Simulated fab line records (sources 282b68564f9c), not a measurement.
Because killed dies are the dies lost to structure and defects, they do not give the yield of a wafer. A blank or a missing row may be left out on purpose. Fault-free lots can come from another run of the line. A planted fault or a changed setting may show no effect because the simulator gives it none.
fab line records	flow ritCmos
record: lots: 6	wafers: 18	lastDay: 7
route steps=202 shown ACTIVE@1 M1@202
lots that met no fault: taken from a fault-free run of the same line
startH: the number of hours between the record's first day and the start of the first shown wafer of the lot	waitH: how many hours have passed since the lot's step before this one	" the same as in the row above	L1.1+2: a row that stands for several wafers	- no value present, or no start provided	* or withheld: withheld	< > ~ a bound
route shown NAME@n: a module of which the file shows steps, and the number in the route of the first	usual: the fault-free wafers' mean and standard deviation	same: alike in all rows	chamber/n: place in a boat	sites: the reading at each site	_std_site: the standard deviation of these	_edge_site: inner sites' mean taken away from outer sites' mean	radiusMm: for every site, how far away it sits from the centre of the wafer	mask NAME#n: copy n	behind: the tool/chamber that last shaped the wafer	hold: what put the lot on hold/how long, in hours/how the hold closed	device: transistor that didn't switch, given as n, p or np	end of line: tests run on the same wafers once the route is complete	for a step that has no rows: nothing shown but its recipe	killed: dies lost to structure and defects at the first sort, not the wafer's yield	map: dies across one wafer; x = killed, . = not, _ = none there
set.NAME: the setting as run; set.NAME@STEP: as run at that earlier step	model.NAME: the simulator's own value behind a step, which no gauge read
certain route steps with their lots: each step a table, each wafer a row
services: the hour from which a tool's chamber was out of use, counted from the record's first day as startH (under 0 if before that day), plus the number of hours and why
== steps ==
step: RIT_ACTIVE_BOW_MEAS_00
recipe: mode: bow
usual: INCOMING_BOW: 1/6.9
lot.wafer	tool	chamber	startH	waitH	INCOMING_BOW[um]
L197.3	filmMetro-03	-	15.04	-	-20
L197.5	"	-	"	"	-2
L197.6	"	-	"	"	6
L199.1	filmMetro-03	-	25.00	-	-9
L199.4	"	-	"	"	-5
L199.6	"	-	"	"	-5
L210.3	filmMetro-02	-	80.04	-	-1
L210.4	"	-	"	"	18
L210.5	"	-	"	"	1
L211.1	filmMetro-01	-	85.00	-	14
L211.3	"	-	"	"	-6
L211.5	"	-	"	"	-5
L217.2	filmMetro-01	-	115.02	-	10
L217.5	"	-	"	"	-4
L217.6	"	-	"	"	9
L219.1	filmMetro-03	-	125.00	-	-3
L219.2	"	-	"	"	1
L219.4	"	-	"	"	7
step: RIT_ACTIVE_OXIDATION_01
recipe: tempC: 1000	ambient: O2	targetThkA: 468	oxTimeS: 3360
step: RIT_ACTIVE_THK_MEAS_02
recipe: reads: SiO2_of_ACTIVE_OXIDATION_01
usual: ACTIVE_OXIDE_THK: 46.9/0.76
lot.wafer	tool	chamber	startH	waitH	ACTIVE_OXIDE_THK[nm]
L197.3	filmMetro-01	-	17.07	0.0	47.8
L197.5	"	-	"	"	46.8
L197.6	"	-	"	"	47.5
L199.1	filmMetro-03	-	28.39	0.0	47.2
L199.4	"	-	"	"	46.7
L199.6	"	-	"	"	47.1
L210.3	filmMetro-02	-	82.69	0.0	47.7
L210.4	"	-	"	"	47.2
L210.5	"	-	"	"	46.9
L211.1	filmMetro-02	-	87.40	0.0	46.9
L211.3	"	-	"	"	47.4
L211.5	"	-	"	"	48.0
L217.2	filmMetro-02	-	117.97	0.0	45.9
L217.5	"	-	"	"	45.7
L217.6	"	-	"	"	46.5
L219.1	filmMetro-03	-	127.05	0.0	45.9
L219.2	"	-	"	"	46.2
L219.4	"	-	"	"	46.1
step: RIT_ACTIVE_CVD_03
recipe: material: Si3N4	targetThkNm: 150	tempC: 810	precursor: SiH2Cl2/NH3	timeS: 1500	pressureMtorr: 300	sih2cl2FlowSccm: 60	nh3FlowSccm: 150
step: RIT_ACTIVE_THK_MEAS_04
recipe: reads: Si3N4_of_ACTIVE_CVD_03
usual: ACTIVE_NITRIDE_THK: 150.4/1.5
lot.wafer	tool	chamber	startH	waitH	ACTIVE_NITRIDE_THK[nm]
L197.3	filmMetro-01	-	18.55	0.0	152.9
L197.5	"	-	"	"	153.0
L197.6	"	-	"	"	154.6
L199.1	filmMetro-02	-	29.87	0.0	150.6
L199.4	"	-	"	"	150.6
L199.6	"	-	"	"	150.7
L210.3	filmMetro-02	-	84.88	0.0	151.8
L210.4	"	-	"	"	153.5
L210.5	"	-	"	"	152.8
L211.1	filmMetro-01	-	89.15	0.0	149.3
L211.3	"	-	"	"	150.1
L211.5	"	-	"	"	149.2
L217.2	filmMetro-03	-	119.45	0.0	150.6
L217.5	"	-	"	"	151.4
L217.6	"	-	"	"	150.4
L219.1	filmMetro-01	-	128.77	0.0	150.1
L219.2	"	-	"	"	151.7
L219.4	"	-	"	"	148.9
step: RIT_ACTIVE_HMDS_05
recipe: primeTimeS: 60	primeTempC: 140
step: RIT_ACTIVE_COAT_06
recipe: resist: NOVOLAK	spinRpm: 3250	resistThkNm: 1000
step: RIT_ACTIVE_SOFTBAKE_07
recipe: resist: NOVOLAK	tempC: 90	timeS: 60
step: RIT_ACTIVE_EXPOSE_08
recipe: maskId: M1	na: 0.6	sourceShape: conventional	sigmaOuter: 0.6	targetCdNm: 1400	doseMj: 225
usual: exposureDoseMJCm2: 227.57/0.23
lot.wafer	tool	chamber	startH	waitH	mask	exposureDoseMJCm2
L197.3	ilineStepper-02	0	19.08	0.1	M1#0	227.72
L197.5	"	0	"	"	M1#0	227.42
L197.6	"	0	"	"	M1#0	227.73
L199.1	ilineStepper-01	0	30.60	0.3	M1#0	227.26
L199.4	"	0	"	"	M1#0	227.51
L199.6	"	0	"	"	M1#0	227.26
L210.3	ilineStepper-01	0	85.53	0.2	M1#0	226.15
L210.4	"	0	"	"	M1#0	226.35
L210.5	"	0	"	"	M1#0	226.12
L211.1	ilineStepper-01	0	89.66	0.1	M1#0	225.05
L211.3	"	0	"	"	M1#0	225.08
L211.5	"	0	"	"	M1#0	225.32
L217.2	ilineStepper-02	0	120.10	0.2	M1#0	227.67
L217.5	"	0	"	"	M1#0	227.78
L217.6	"	0	"	"	M1#0	227.57
L219.1	ilineStepper-02	0	129.28	0.1	M1#0	227.92
L219.2	"	0	"	"	M1#0	227.83
L219.4	"	0	"	"	M1#0	227.76
step: RIT_ACTIVE_PEB_09
recipe: resist: NOVOLAK	tempC: withheld	timeS: withheld
step: RIT_ACTIVE_DEVELOP_10
recipe: resist: NOVOLAK	developTimeS: 50	devTempC: 24.11
lot.wafer	tool	chamber	startH	waitH	model.ACTIVE.cdNm
L197.3	lithoTrack-02	0	-	-	1399
L197.5+6	"	0	"	"	1400
L199.1+4	lithoTrack-01	0	-	-	1398
L199.6	"	0	"	"	1396
L210.3	lithoTrack-04	0	-	-	1394
L210.4	"	0	"	"	1383
L210.5	"	0	"	"	1380
L211.1+3	lithoTrack-01	0	-	-	1398
L211.5	"	0	"	"	1392
L217.2+5	lithoTrack-04	0	-	-	1401
L217.6	"	0	"	"	1404
L219.1	lithoTrack-04	0	-	-	1400
L219.2	"	0	"	"	1402
L219.4	"	0	"	"	1399
step: RIT_ACTIVE_CD_MEAS_11
recipe: targetCdNm: 1400
usual: cdNm: 1400.4/1.9
lot.wafer	tool	chamber	startH	waitH	cdNm
L197.3	cdSem-01	-	19.48	-	1398.9
L197.5	"	-	"	"	1399.7
L197.6	"	-	"	"	1399.7
L199.1	cdSem-01	-	31.00	-	1398.0
L199.4	"	-	"	"	1398.1
L199.6	"	-	"	"	1396.5
L210.3	cdSem-01	-	85.93	-	1394.5
L210.4	"	-	"	"	1382.9
L210.5	"	-	"	"	1380.1
L211.1	cdSem-01	-	90.06	-	1397.9
L211.3	"	-	"	"	1398.4
L211.5	"	-	"	"	1392.3
L217.2	cdSem-01	-	120.50	-	1401.6
L217.5	"	-	"	"	1401.5
L217.6	"	-	"	"	1403.2
L219.1	cdSem-01	-	129.68	-	1399.5
L219.2	"	-	"	"	1401.4
L219.4	"	-	"	"	1398.9
step: RIT_ACTIVE_HARDBAKE_12
recipe: resist: NOVOLAK	tempC: 140	timeS: 60
step: RIT_ACTIVE_ETCH_13
recipe: stopOn: SiO2	chemistry: SF6	target: Si3N4	timeS: 210	overEtchFrac: 0.4	SF6_flow_sccm: 200	pressureMtorr: 260	rfW: 125	targetDepthA: 2100
usual: chamberPressureMTorr: 260.01/0.25	drypumpMotorCurrentA: 5.60/0.3	oesProductAu: 0.817/0.014	throttleValvePct: 7.47/0.12
lot.wafer	tool	chamber	startH	waitH	chamberPressureMTorr	drypumpMotorCurrentA	oesProductAu	rfHoursCounterH	throttleValvePct	model.ACTIVE.cdNm
L197.3	rieDiel-03	2	19.71	0.1	260.07	5.65	0.834	149	7.27	1399
L197.5	"	2	"	"	259.73	5.65	0.828	-	7.27	1400
L197.6	"	3	"	"	260.34	5.80	0.839	-	7.46	1399
L199.1	rieDiel-03	2	31.27	0.1	260.12	5.62	0.830	149	7.29	1398
L199.4	"	1	"	"	260.34	5.32	0.819	5	7.57	1398
L199.6	"	2	"	"	259.98	5.63	0.835	-	7.29	1396
L210.3	rieDiel-02	3	86.16	0.1	260.14	6.08	0.844	27	7.55	1394
L210.4	"	0	"	"	259.86	6.53	0.822	128	7.44	1383
L210.5	"	0	"	"	259.94	6.54	0.817	-	7.45	1379
L211.1	rieDiel-04	3	90.33	0.1	259.95	5.45	0.819	13	7.49	1398
L211.3	"	0	"	"	260.33	5.49	0.820	151	7.56	1398
L211.5	"	0	"	"	260.22	5.50	0.813	-	7.56	1392
L217.2	rieDiel-04	0	120.75	0.1	259.78	5.48	0.818	151	7.56	1401
L217.5	"	1	"	"	260.13	5.21	0.811	-	7.29	1401
L217.6	"	2	"	"	260.21	5.69	0.788	-	7.52	1404
L219.1	rieDiel-02	3	129.95	0.1	259.84	6.09	0.841	28	7.56	1400
L219.2	"	1	"	"	260.20	5.75	0.801	6	7.37	1402
L219.4	"	2	"	"	260.24	5.74	0.827	73	7.50	1399
step: RIT_ACTIVE_STRIP_14
recipe: chemistry: O2	timeS: 180	resist: NOVOLAK	platenTempC: withheld	powerW: 500	pressureMtorr: 4000	o2FlowSccm: 4000
usual: chamberPressureMTorr: 4000/3.5	drypumpMotorCurrentA: 5.92/0.3
lot.wafer	tool	chamber	startH	waitH	chamberPressureMTorr	drypumpMotorCurrentA	rfHoursCounterH
L197.3	plasmaAsher-03	1	19.90	0.1	4002	6.14	-
L197.5	"	0	"	"	4000	5.92	-
L197.6	"	1	"	"	4001	6.13	-
L199.1	plasmaAsher-04	1	31.41	0.1	4001	5.35	23
L199.4	"	0	"	"	4007	5.78	-
L199.6	"	0	"	"	3998	5.78	-
L210.3	plasmaAsher-03	0	86.35	0.1	3996	5.90	-
L210.4	"	1	"	"	3999	6.13	-
L210.5	"	1	"	"	3999	6.13	-
L211.1	plasmaAsher-03	0	90.46	0.1	4008	5.93	44
L211.3	"	0	"	"	3998	5.89	-
L211.5	"	1	"	"	4004	6.12	-
L217.2	plasmaAsher-03	0	120.88	0.1	3999	5.92	48
L217.5	"	0	"	"	3998	5.89	-
L217.6	"	1	"	"	4003	6.13	-
L219.1	plasmaAsher-01	1	130.09	0.1	4001	6.37	48
L219.2	"	0	"	"	4004	5.65	48
L219.4	"	1	"	"	4002	6.38	-
step: RIT_M1_PROBE_99
usual: killedAtContacts: 0.1/0.25	killedAtFrontEnd: 6.8/2.9	killedDies: 6.9/2.9	killedOpen: 3.3/1.9	killedShort: 3.6/1.9
same: grossDies: 264	killed_at_M0_to_M3: 0	killed_at_M4_up: 0	killedAtBackSide: 0	killedAtOther: 0
lot.wafer	tool	chamber	startH	waitH	killedAtContacts	killedAtFrontEnd	killedDies	killedOpen	killedShort
L197.3	prober-01	-	70.90	0.2	0	5	5	2	3
L197.5	prober-01	-	71.00	0.2	0	8	8	3	5
L197.6	prober-01	-	71.05	0.2	0	10	10	3	7
L199.1	prober-01	-	82.34	0.1	1	9	10	7	3
L199.4	prober-01	-	82.49	0.2	0	8	8	5	3
L199.6	prober-01	-	82.59	0.2	0	7	7	4	3
L210.3	prober-01	-	133.36	0.2	0	10	10	4	6
L210.4	prober-01	-	133.41	0.2	0	10	10	4	6
L210.5	prober-01	-	133.46	0.2	0	11	11	5	6
L211.1	prober-02	-	135.21	0.1	0	8	8	3	5
L211.3	prober-02	-	135.31	0.2	0	5	5	4	1
L211.5	prober-02	-	135.41	0.2	0	0	0	0	0
L217.2	prober-02	-	167.94	0.1	1	6	7	3	4
L217.5	prober-02	-	168.09	0.2	0	5	5	2	3
L217.6	prober-02	-	168.14	0.2	0	8	8	4	4
L219.1	prober-02	-	178.28	0.1	0	6	6	3	3
L219.2	prober-02	-	178.33	0.1	0	5	5	4	1
L219.4	prober-02	-	178.43	0.2	0	11	11	6	5
killed by level:class
L197.3 GATE:geometricParticle:short=2 FOX2:geometricParticle:open=1 GATE:geometricParticle:open=1 SPACER:geometricParticle:short=1
L197.5 GATE:geometricParticle:short=2 REOX:geometricParticle:short=2 FOX1:geometricParticle:open=1 FOX1:geometricParticle:short=1 FOX2:geometricParticle:open=1 GATE:geometricParticle:open=1
L197.6 GATE:geometricParticle:short=3 FOX2:geometricParticle:open=2 FOX1:geometricParticle:short=1 FOX2:geometricParticle:short=1 REOX:geometricParticle:short=1 SPACER:geometricParticle:open=1 SILICIDE:geometricParticle:short=1
L199.1 GATE:geometricParticle:open=4 GATE:geometricParticle:short=2 FOX2:geometricParticle:open=1 REOX:geometricParticle:short=1 SILICIDE:geometricParticle:open=1 CONTACT:geometricParticle:open=1
L199.4 GATE:geometricParticle:open=3 GATE:geometricParticle:short=2 SPACER:geometricParticle:open=2 FOX2:geometricParticle:short=1
L199.6 REOX:geometricParticle:open=3 GATE:geometricParticle:open=1 GATE:geometricParticle:short=1 SPACER:geometricParticle:short=1 SILICIDE:geometricParticle:short=1
L210.3 GATE:geometricParticle:open=4 FOX1:geometricParticle:short=2 GATE:geometricParticle:short=2 REOX:geometricParticle:short=1 SILICIDE:geometricParticle:short=1
L210.4 GATE:geometricParticle:short=3 REOX:geometricParticle:short=3 FOX1:geometricParticle:open=1 GATE:geometricParticle:open=1 REOX:geometricParticle:open=1 SPACER:geometricParticle:open=1
L210.5 GATE:geometricParticle:short=4 GATE:geometricParticle:open=4 REOX:geometricParticle:short=2 SPACER:geometricParticle:open=1
L211.1 FOX2:geometricParticle:short=3 REOX:geometricParticle:open=2 GATE:geometricParticle:short=1 GATE:geometricParticle:open=1 SILICIDE:geometricParticle:short=1
L211.3 SILICIDE:geometricParticle:open=2 FOX1:geometricParticle:short=1 FOX1:geometricParticle:open=1 GATE:geometricParticle:open=1
L211.5
L217.2 GATE:geometricParticle:short=3 FOX1:geometricParticle:open=1 REOX:geometricParticle:open=1 SPACER:geometricParticle:short=1 CONTACT:geometricParticle:open=1
L217.5 GATE:geometricParticle:short=2 GATE:geometricParticle:open=2 SILICIDE:geometricParticle:short=1
L217.6 FOX1:geometricParticle:open=2 REOX:geometricParticle:short=2 FOX1:geometricParticle:short=1 GATE:geometricParticle:open=1 REOX:geometricParticle:open=1 SPACER:geometricParticle:short=1
L219.1 GATE:geometricParticle:short=2 GATE:geometricParticle:open=2 FOX1:geometricParticle:short=1 FOX1:geometricParticle:open=1
L219.2 FOX1:geometricParticle:open=1 REOX:geometricParticle:open=1 SPACER:geometricParticle:open=1 SILICIDE:geometricParticle:short=1 SILICIDE:geometricParticle:open=1
L219.4 REOX:geometricParticle:short=3 REOX:geometricParticle:open=2 FOX1:geometricParticle:open=1 FOX2:geometricParticle:open=1 GATE:geometricParticle:open=1 SPACER:geometricParticle:short=1 SILICIDE:geometricParticle:short=1 SILICIDE:geometricParticle:open=1
== services ==
tool	chamber	startH	hours	kind
rieDiel-04	2	12.09	2.1	repair
ilineStepper-01	-	23.22	1.2	repair
plasmaAsher-01	-	37.51	3.4	repair
ilineStepper-02	-	43.42	1.7	pm
rieDiel-03	1	48.46	8.1	repair
plasmaAsher-01	-	48.61	8.9	repair
rieDiel-04	3	52.55	3.8	repair
plasmaAsher-01	-	74.01	19.3	repair
rieDiel-03	2	109.57	15.8	repair
rieDiel-04	2	121.33	7.5	repair
plasmaAsher-03	-	128.34	14.6	pm
== key ==
firstSign: step: RIT_ACTIVE_EXPOSE_08	reading: exposureDoseMJCm2	direction: down	sigmas: 8.3	usual: 227.57	struck: 225.68
effect: step: RIT_ACTIVE_CD_MEAS_11	reading: cdNm	direction: down	sigmas: 4.8	usual: 1400.4	struck: 1391.0	wafersMoved: 4	through: controlLoop
modelEffect: step: RIT_ACTIVE_DEVELOP_10	value: ACTIVE.cdNm	without: 1400	struck: 1391
modelEffect: step: RIT_ACTIVE_ETCH_13	value: ACTIVE.cdNm	without: 1400	struck: 1391
metAt RIT_ACTIVE_EXPOSE_08
struckWafers L210.3,L210.4,L210.5,L211.1,L211.3,L211.5
testerLeftOut L210,L211
loopTrim: step: RIT_ACTIVE_EXPOSE_08	setting: dose	lots: L210,L211
onsetBetween 30.60 85.53
fault: kind: processParameterDrift	tool: ilineStepper-01	chamber: -	onsetH: 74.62	steps: RIT_ACTIVE_EXPOSE_08	channel: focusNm	offset: 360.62	spreadByWafer: 0.3	shape: step	endH: 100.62
testerLeftOut: of these lots the tester's yield and bins aren't shown, on N5 and GAA mostly nor the transistor test; their killed dies are dies lost to structure and defects alone, not to doping, threshold or leakage, so they don't give the yield
loopTrim: a control loop set the setting to another value than it would have without faults
